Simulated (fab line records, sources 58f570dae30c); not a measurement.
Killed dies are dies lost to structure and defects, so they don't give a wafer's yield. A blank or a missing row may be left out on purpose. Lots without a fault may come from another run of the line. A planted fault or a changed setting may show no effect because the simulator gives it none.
fab line records | flow berkeley_cmos170
record lots=15 wafers=45 last_day=13
route steps=331 shown M1@247 V1@258 M2@273
lots that met no fault: from a run of the same line without faults
start_h: hours from the record's first day to the start of the lot's first wafer shown | wait_h: hours since the lot's step before | " the same as in the row above | L1.1+2: a row that stands for several wafers | - no value, or no start given | * or withheld: withheld | < > ~ a bound
route shown NAME@n: a module of which the file shows steps, and the number in the route of the first | usual: mean/standard deviation of fault-free wafers | same: alike in all rows | chamber/n: place in a boat | sites: the reading at each site | _std_site: their standard deviation | _edge_site: outer sites' mean less inner sites' | radius_mm: how far each site lies from the wafer's centre | mask NAME#n: copy n | behind: the tool/chamber that last shaped the wafer | hold: why the lot was held/for how many hours/how that ended | device: the transistor (n, p or np) that didn't switch | end of line: the same wafers' tests at the end of the route | a step without rows: its recipe alone | killed: dies lost to structure and defects at the first sort, not the wafer's yield | map: a wafer's dies, x killed, . not, _ none there
set.NAME: the setting as run; set.NAME@STEP: as run at that earlier step | model.NAME: the simulator's own value behind a step, which no gauge read
steps of the route over a sample of lots; a table a step, a row a wafer
services: from which hour (start_h, from the record's first day; less than 0 if before it) a tool's chamber was out of use, for how many hours, and why
## steps
# step UCB170_M1_CD_MEAS_09
# recipe target_cd_nm=700
# usual cd_nm=699.7/1.5
# columns lot.wafer tool chamber start_h wait_h cd_nm
L202.1 cd_sem-02 - 172.00 - 698.8
L202.2 " - " " 698.9
L202.6 " - " " 697.0
L201.3 cd_sem-02 - 172.28 - 699.4
L201.4 " - " " 698.5
L201.5 " - " " 699.0
L200.2 cd_sem-02 - 173.86 - 698.6
L200.4 " - " " 700.5
L200.6 " - " " 698.3
L204.3 cd_sem-02 - 194.95 - 698.7
L204.5 " - " " 698.1
L204.6 " - " " 699.9
L208.2 cd_sem-02 - 211.85 - 699.7
L208.4 " - " " 698.8
L208.5 " - " " 700.9
L207.1 cd_sem-02 - 213.75 - 698.6
L207.4 " - " " 699.3
L207.6 " - " " 699.7
L206.1 cd_sem-01 - 214.00 - 702.6
L206.2 " - " " 703.4
L206.3 " - " " 701.5
L209.2 cd_sem-02 - 240.72 - 698.0
L209.4 " - " " 699.2
L209.6 " - " " 699.2
L213.1 cd_sem-01 - 243.66 - 701.2
L213.2 " - " " 702.0
L213.6 " - " " 701.8
L215.1 cd_sem-02 - 257.33 - 701.1
L215.3 " - " " 701.7
L215.6 " - " " 703.0
L216.2 cd_sem-01 - 264.37 - 697.2
L216.3 " - " " 696.4
L216.4 " - " " 697.7
L217.2 cd_sem-01 - 266.13 - 700.0
L217.4 " - " " 698.0
L217.6 " - " " 700.1
L220.1 cd_sem-02 - 279.33 - 700.2
L220.2 " - " " 701.0
L220.6 " - " " 701.9
L222.1 cd_sem-02 - 299.21 - 698.1
L222.5 " - " " 698.3
L222.6 " - " " 699.4
L223.3 cd_sem-01 - 300.05 - 700.1
L223.4 " - " " 700.1
L223.5 " - " " 698.9
# step UCB170_V1_THK_MEAS_04
# recipe reads=SiO2_of_V1_CVD_00
# usual V1_POLISHED_THK=1000.0/1.3
# columns lot.wafer tool chamber start_h wait_h V1_POLISHED_THK[nm]
L202.1 film_metro-04 - 174.69 0.1 1000.3
L202.2 " - " " 999.1
L202.6 " - " " 997.4
L201.3 film_metro-02 - 176.04 0.1 997.4
L201.4 " - " " 1000.3
L201.5 " - " " 999.6
L200.2 film_metro-02 - 177.36 0.1 998.4
L200.4 " - " " 998.9
L200.6 " - " " 999.8
L204.3 film_metro-02 - 198.51 0.1 1000.8
L204.5 " - " " 999.9
L204.6 " - " " 1000.5
L208.2 film_metro-04 - 214.36 0.1 1000.2
L208.4 " - " " 1000.6
L208.5 " - " " 998.0
L207.1 film_metro-03 - 216.27 0.1 1000.3
L207.4 " - " " 1000.9
L207.6 " - " " 1000.4
L206.1 film_metro-04 - 217.61 0.1 1000.4
L206.2 " - " " 999.6
L206.3 " - " " 1001.2
L209.2 film_metro-03 - 243.23 0.1 1002.2
L209.4 " - " " 999.5
L209.6 " - " " 1001.0
L213.1 film_metro-02 - 247.30 0.1 1001.1
L213.2 " - " " 1001.0
L213.6 " - " " 998.9
L215.1 film_metro-03 - 259.85 0.1 999.5
L215.3 " - " " 1002.7
L215.6 " - " " 1000.9
L216.2 film_metro-02 - 266.88 0.1 998.8
L216.3 " - " " 998.2
L216.4 " - " " 999.4
L217.2 film_metro-02 - 268.68 0.1 997.4
L217.4 " - " " 1000.9
L217.6 " - " " 1000.5
L220.1 film_metro-03 - 282.95 0.1 999.1
L220.2 " - " " 996.8
L220.6 " - " " 997.4
L222.1 film_metro-04 - 301.73 0.1 998.6
L222.5 " - " " 998.1
L222.6 " - " " 1001.7
L223.3 film_metro-04 - 303.08 0.1 1000.8
L223.4 " - " " 1000.7
L223.5 " - " " 999.4
# step UCB170_M2_RS_MEAS_02
# recipe thk_meas_gauge=four-point-probe reads=Al_of_M2_SPUTTER_01
# usual M2_AL_RS=0.0321/0.00041
# columns lot.wafer tool chamber start_h wait_h M2_AL_RS[ohm/sq]
L202.1 film_metro-03 - 176.86 0.0 0.0315
L202.2 " - " " 0.0325
L202.6 " - " " 0.0326
L201.3 film_metro-03 - 177.98 0.1 0.0324
L201.4 " - " " 0.0318
L201.5 " - " " 0.0319
L200.2 film_metro-04 - 181.96 0.1 0.0318
L200.4 " - " " 0.0320
L200.6 " - " " 0.0318
L204.3 film_metro-04 - 200.43 0.1 0.0316
L204.5 " - " " 0.0315
L204.6 " - " " 0.0325
L208.2 film_metro-04 - 219.60 0.1 0.0318
L208.4 " - " " 0.0322
L208.5 " - " " 0.0323
L207.1 film_metro-01 - 219.78 0.0 0.0321
L207.4 " - " " 0.0326
L207.6 " - " " 0.0322
L206.1 film_metro-04 - 219.90 0.0 0.0322
L206.2 " - " " 0.0319
L206.3 " - " " 0.0322
L209.2 film_metro-03 - 245.04 0.1 0.0327
L209.4 " - " " 0.0327
L209.6 " - " " 0.0325
L213.1 film_metro-01 - 249.92 0.0 0.0317
L213.2 " - " " 0.0320
L213.6 " - " " 0.0323
L215.1 film_metro-04 - 262.52 0.0 0.0324
L215.3 " - " " 0.0321
L215.6 " - " " 0.0325
L216.2 film_metro-03 - 270.21 0.1 0.0323
L216.3 " - " " 0.0326
L216.4 " - " " 0.0320
L217.2 film_metro-01 - 270.77 0.1 0.0309
L217.4 " - " " 0.0310
L217.6 " - " " 0.0317
L220.1 film_metro-04 - 288.44 0.0 0.0321
L220.2 " - " " 0.0320
L220.6 " - " " 0.0315
L222.1 film_metro-01 - 303.76 0.0 0.0321
L222.5 " - " " 0.0320
L222.6 " - " " 0.0323
L223.3 film_metro-04 - 305.14 0.1 0.0313
L223.4 " - " " 0.0317
L223.5 " - " " 0.0316
# step UCB170_M2_STRIP_07
# recipe chemistry=O2 power_w=400 pressure_mtorr=3500 platen_temp_c=withheld o2_flow_sccm=400 overash_fraction=0.5
# usual chamber_pressure_mTorr=3500/3.2 drypump_motor_current_A=5.6/0.5 oes_product_au=0.735/0.0046 strip_time_to_endpoint_s=21.99/0.068
# columns lot.wafer tool chamber start_h wait_h chamber_pressure_mTorr drypump_motor_current_A oes_product_au rf_hours_counter_h strip_time_to_endpoint_s
L202.1 plasma_asher-02 1 177.49 0.1 3498 4.9 0.733 43 21.95
L202.2 " 0 " " 3489 5.9 0.731 43 22.01
L202.6 " 0 " " 3504 5.9 0.741 - 22.01
L201.3 plasma_asher-02 1 178.60 0.1 3500 4.9 0.744 - 21.98
L201.4 " 0 " " 3499 5.9 0.735 - 22.04
L201.5 " 1 " " 3501 4.9 0.729 - 22.02
L200.2 plasma_asher-03 0 182.57 0.1 3503 6.1 0.733 39 21.98
L200.4 " 0 " " 3498 6.1 0.730 - 22.00
L200.6 " 0 " " 3504 6.1 0.744 - 22.00
L204.3 plasma_asher-01 1 201.06 0.1 3500 5.9 0.734 - 21.98
L204.5 " 1 " " 3497 5.9 0.732 - 22.04
L204.6 " 0 " " 3497 6.0 0.731 - 22.07
L208.2 plasma_asher-01 1 220.52 0.1 3502 5.9 0.733 11 21.98
L208.4 " 0 " " 3498 6.0 0.730 - 21.98
L208.5 " 0 " " 3499 6.0 0.737 - 21.94
L207.1 plasma_asher-03 1 220.77 0.1 - - - - -
L207.4 " 0 " " - - - - -
L207.6 " 0 " " - - - - -
L206.1 plasma_asher-03 1 221.22 0.1 - - - - -
L206.2 " 0 " " - - - - -
L206.3 " 1 " " - - - - -
L209.2 plasma_asher-01 1 245.65 0.1 - - - - -
L209.4 " 0 " " - - - - -
L209.6 " 0 " " - - - - -
L213.1 plasma_asher-03 0 251.02 0.1 3499 6.1 0.733 46 21.91
L213.2 " 1 " " 3500 5.1 0.734 46 21.98
L213.6 " 0 " " 3501 6.2 0.727 - 21.95
L215.1 plasma_asher-03 0 263.42 0.1 3502 6.1 0.743 48 22.03
L215.3 " 1 " " 3498 5.1 0.730 - 21.99
L215.6 " 0 " " 3503 6.2 0.735 - 22.03
L216.2 plasma_asher-01 0 270.82 0.1 3500 6.0 0.733 18 22.05
L216.3 " 1 " " 3499 5.9 0.737 - 22.02
L216.4 " 0 " " 3500 5.9 0.734 - 21.98
L217.2 plasma_asher-02 0 271.38 0.1 3499 5.8 0.730 51 22.05
L217.4 " 1 " " 3496 4.9 0.737 - 22.01
L217.6 " 1 " " 3503 4.9 0.746 - 22.03
L220.1 plasma_asher-01 0 289.70 0.1 3500 5.9 0.741 19 22.07
L220.2 " 1 " " 3499 5.8 0.739 19 22.11
L220.6 " 0 " " 3498 6.0 0.742 - 22.16
L222.1 plasma_asher-02 0 304.45 0.1 3496 5.9 0.732 55 21.99
L222.5 " 1 " " 3497 4.9 0.737 - 21.88
L222.6 " 0 " " 3502 5.9 0.737 - 21.94
L223.3 plasma_asher-03 1 305.82 0.1 3501 5.1 0.730 - 22.04
L223.4 " 0 " " 3503 6.1 0.740 - 22.08
L223.5 " 1 " " 3500 5.1 0.730 - 22.10
## services
# columns tool chamber start_h hours kind
plasma_asher-02 - 183.65 2.9 repair
plasma_asher-02 - 202.57 0.9 repair
plasma_asher-02 - 219.56 1.9 repair
plasma_asher-03 - 225.32 1.9 repair
plasma_asher-02 - 239.02 1.0 repair
plasma_asher-01 - 294.35 20.4 repair
## key
first_sign step=UCB170_M2_STRIP_07 reading=tool_record direction=missing
effect none on later readings
met_at UCB170_M2_STRIP_07
struck_lots L206,L207,L209
sort_left_out L206.1,L206.2,L206.3
tester_left_out L206,L209
not_acting_at UCB170_M1_CD_MEAS_09,UCB170_V1_THK_MEAS_04,UCB170_M2_RS_MEAS_02
onset_between 220.52 220.77
earlier_fault kind=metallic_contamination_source tool=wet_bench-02 chamber=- onset_h=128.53 steps=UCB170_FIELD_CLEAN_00 rate_cm2_per_visit=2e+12 species=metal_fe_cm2
fault kind=skipped_step_whole tool=plasma_asher-01,plasma_asher-03 chamber=- onset_h=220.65 steps=UCB170_M2_STRIP_07 scope=struck_lots_only
# tester_left_out: of these lots the tester's yield and bins aren't shown, on N5 and GAA mostly nor the transistor test; their killed dies are dies lost to structure and defects alone, not to doping, threshold or leakage, so they don't give the yield
# sort_left_out: the simulated sort isn't trusted on such a fault, so these wafers' sort isn't shown, and their yield isn't known
